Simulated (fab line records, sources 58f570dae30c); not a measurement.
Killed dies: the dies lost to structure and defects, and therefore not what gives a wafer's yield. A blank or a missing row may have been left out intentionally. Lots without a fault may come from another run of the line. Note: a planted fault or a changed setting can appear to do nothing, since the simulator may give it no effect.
Chamber matching    flow berkeley-cmos170    rie-diel-04 running UCB170_ZERO_ETCH_06: 4 sister chambers
The step etches SiO2 in CHF3/CF4/Ar, time 12 s. 14 wafers are shown with their chamber, then 7 later ones without.

## EACH WAFER AND ITS CHAMBER
wafer   chamber  drypump-motor-current-A (A)  throttle-valve-pct (%)  oes-product-au (a.u.)
L602.4  2        6.4                          9.33                    0.615
L602.5  1        5.4                          9.17                    0.620
L602.6  2        6.4                          9.34                    0.632
L603.4  1        5.4                          9.16                    0.620
L603.5  1        5.4                          9.15                    0.613
L603.6  0        5.8                          9.26                    0.614
L605.1  1        5.4                          9.15                    0.619
L605.4  3        5.8                          9.09                    0.613
L605.5  1        5.4                          9.16                    0.609
L607.4  3        5.8                          9.08                    0.613
L607.5  0        5.7                          9.25                    0.621
L607.6  1        5.4                          9.15                    0.611
L608.2  2        6.4                          9.33                    0.625
L608.3  1        5.4                          9.14                    0.606

SIGNATURES, as means of the wafers listed above
reading                  chamber 0  chamber 1  chamber 2  chamber 3  scatter within a chamber
drypump-motor-current-A  5.750      5.400      6.400      5.800      0.0224
throttle-valve-pct       9.2550     9.1543     9.3333     9.0850     0.00859
oes-product-au           0.61750    0.61400    0.62400    0.61300    0.00605
Rule: for each reading, subtract the chamber's mean from the wafer's reading, divide by that reading's scatter and square the result; add these up over the readings and take the root, which gives the wafer's distance from the chamber. The wafer belongs to the nearest chamber; if the next one is less than 2 further off, it can't be placed. How the scatter is found: for the shown wafers, subtract from each reading the mean of its chamber, square and add these, divide the total by (wafers less chambers), then take the root.

## WAFERS WHOSE CHAMBER IS MISSING
wafer   drypump-motor-current-A (A)  throttle-valve-pct (%)  oes-product-au (a.u.)
L608.4  5.7                          9.25                    0.615
L613.2  6.4                          9.32                    0.615
L613.3  5.4                          9.16                    0.622
L613.5  6.4                          9.34                    0.618
L619.2  6.4                          9.32                    0.621
L619.4  5.4                          9.14                    0.612
L619.6  6.4                          9.34                    0.626

## WHICH CHAMBER EACH WENT THROUGH
wafer   from the rows above  in truth
L608.4  0                    0
L613.2  2                    2
L613.3  1                    1
L613.5  2                    2
L619.2  2                    2
L619.4  1                    1
L619.6  2                    2
Correctly placed: 7 of 7. From these rows, 0 cannot be placed. Wrongly placed: 0.
